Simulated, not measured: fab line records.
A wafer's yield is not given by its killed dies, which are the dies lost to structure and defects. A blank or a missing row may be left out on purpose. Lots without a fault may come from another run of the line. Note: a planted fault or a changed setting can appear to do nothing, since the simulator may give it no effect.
What tool caused it? / flow ritCmos / Sampling: 14 lots, 42 wafers, 2 of 202 route steps

WHAT THE GAUGES SHOWED, per wafer
Not one reading of a measure or inspect step in the record can be checked against a usual standard deviation.

EACH LOT AND THE TOOL THAT RAN IT (in order: tool; ch and the chambers of the sampled wafers; start)
lot=L556; RIT_CONTACT_SOFTBAKE_04=lithoTrack-01 ch 0, day 3 04:17; RIT_M1_PROBE_99=prober-02, day 3 10:43
lot=L557; RIT_CONTACT_SOFTBAKE_04=lithoTrack-04 ch 0, day 3 09:22; RIT_M1_PROBE_99=-
lot=L558; RIT_CONTACT_SOFTBAKE_04=lithoTrack-02 ch 0, day 3 15:55; RIT_M1_PROBE_99=-
lot=L560; RIT_CONTACT_SOFTBAKE_04=lithoTrack-01 ch 0, day 4 00:29; RIT_M1_PROBE_99=-
lot=L561; RIT_CONTACT_SOFTBAKE_04=lithoTrack-01 ch 0, day 4 04:26; RIT_M1_PROBE_99=-
lot=L563; RIT_CONTACT_SOFTBAKE_04=lithoTrack-01 ch 0, day 4 15:06; RIT_M1_PROBE_99=-
lot=L564; RIT_CONTACT_SOFTBAKE_04=lithoTrack-04 ch 0, day 4 19:44; RIT_M1_PROBE_99=-
lot=L565; RIT_CONTACT_SOFTBAKE_04=lithoTrack-02 ch 0, day 5 01:08; RIT_M1_PROBE_99=-
lot=L566; RIT_CONTACT_SOFTBAKE_04=lithoTrack-02 ch 0, day 5 04:58; RIT_M1_PROBE_99=-
lot=L568; RIT_CONTACT_SOFTBAKE_04=lithoTrack-04 ch 0, day 5 14:10; RIT_M1_PROBE_99=prober-02, day 5 20:16
lot=L570; RIT_CONTACT_SOFTBAKE_04=lithoTrack-01 ch 0, day 6 01:02; RIT_M1_PROBE_99=-
lot=L571; RIT_CONTACT_SOFTBAKE_04=lithoTrack-01 ch 0, day 6 05:22; RIT_M1_PROBE_99=-
lot=L572; RIT_CONTACT_SOFTBAKE_04=lithoTrack-04 ch 0, day 6 10:38; RIT_M1_PROBE_99=-
lot=L578; RIT_CONTACT_SOFTBAKE_04=lithoTrack-04 ch 0, day 7 16:31; RIT_M1_PROBE_99=-
- RIT_CONTACT_SOFTBAKE_04: time 60 s.
- RIT_M1_PROBE_99

WHAT THE TOOLS THEMSELVES READ (means of the sampled wafers that have a number; where no wafer has one, the mark that the record gives instead)
RIT_CONTACT_SOFTBAKE_04. Usual: heaterPowerTotalW 34.57 W, standard deviation 0.048; plateTempC 90.01 C, standard deviation 0.12.
lot=L556; tool=lithoTrack-01; heaterPowerTotalW (W)=34.59; plateTempC (C)=89.99; flag=
lot=L557; tool=lithoTrack-04; heaterPowerTotalW (W)=34.57; plateTempC (C)=89.98; flag=
lot=L558; tool=lithoTrack-02; heaterPowerTotalW (W)=34.56; plateTempC (C)=90.11; flag=
lot=L560; tool=lithoTrack-01; heaterPowerTotalW (W)=34.55; plateTempC (C)=90.03; flag=
lot=L561; tool=lithoTrack-01; heaterPowerTotalW (W)=34.54; plateTempC (C)=90.15; flag=
lot=L563; tool=lithoTrack-01; heaterPowerTotalW (W)=34.56; plateTempC (C)=90.12; flag=
lot=L564; tool=lithoTrack-04; heaterPowerTotalW (W)=34.58; plateTempC (C)=90.07; flag=
lot=L565; tool=lithoTrack-02; heaterPowerTotalW (W)=34.61; plateTempC (C)=89.94; flag=
lot=L566; tool=lithoTrack-02; heaterPowerTotalW (W)=34.56; plateTempC (C)=90.17; flag=
lot=L568; tool=lithoTrack-04; heaterPowerTotalW (W)=34.59; plateTempC (C)=89.85; flag=
lot=L570; tool=lithoTrack-01; heaterPowerTotalW (W)=34.57; plateTempC (C)=90.00; flag=
lot=L571; tool=lithoTrack-01; heaterPowerTotalW (W)=34.48; plateTempC (C)=90.10; flag=
lot=L572; tool=lithoTrack-04; heaterPowerTotalW (W)=33.21; plateTempC (C)=87.28; flag=OFF
lot=L578; tool=lithoTrack-04; heaterPowerTotalW (W)=33.24; plateTempC (C)=87.59; flag=OFF

RIT_M1_PROBE_99. Usual: killed_at_M0_to_M3 0.0, standard deviation 0.12; killedAtContacts 0.1, standard deviation 0.23; killedAtFrontEnd 7, standard deviation 3.1; killedDies 7, standard deviation 3.1; killedOpen 3.4, standard deviation 2.1; killedShort 3.5, standard deviation 2.
lot=L556 tool=prober-02 killed_at_M0_to_M3=0.0 killedAtContacts=0.0 killedAtFrontEnd=9 killedDies=9 killedOpen=5.3 killedShort=3.3 flag=
lot=L568 tool=prober-02 killed_at_M0_to_M3=0.0 killedAtContacts=0.0 killedAtFrontEnd=5 killedDies=5 killedOpen=3.0 killedShort=2.0 flag=

THE ANSWER, worked out from the rows above alone
Rule: lot off if the mean of its wafers having a number is beyond 3 standard deviations from the usual mean. Also off: a lot with no number at a reading for which 4 or more lots have one. All remaining lots with rows at the step are treated as sound. First the gauges in route order, then the tools' own readings, where a lot's mean is used as printed above. At the first step where some lot is off, the reading lying furthest off is the one used; lots without a number count as furthest.
Off: L572, L578, at RIT_CONTACT_SOFTBAKE_04 (heaterPowerTotalW).
If a tool, at that step or one of the process steps before it, ran each lot that is off and ran no sound lot following the first of them, it fits. One fits: RIT_CONTACT_SOFTBAKE_04 on lithoTrack-04. Its last sound lot is L568 (day 5 14:10), its first lot that is off L572 (day 6 10:38): a fault that began between those two fits.
The tool's own readings at RIT_CONTACT_SOFTBAKE_04 bear it out: on the lots that are off they differ by more than 5 times the standard deviation of the sound lots' means. heaterPowerTotalW reads 33.23 W there against 34.56 W on the sound lots; plateTempC reads 87.44 C there against 90.04 C on the sound lots.

WHAT THE SIMULATOR PUT IN
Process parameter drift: lithoTrack-04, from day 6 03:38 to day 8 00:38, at RIT_CONTACT_SOFTBAKE_04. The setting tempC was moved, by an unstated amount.
Lots struck among those shown: L572, L578. The same result came from the rule above.
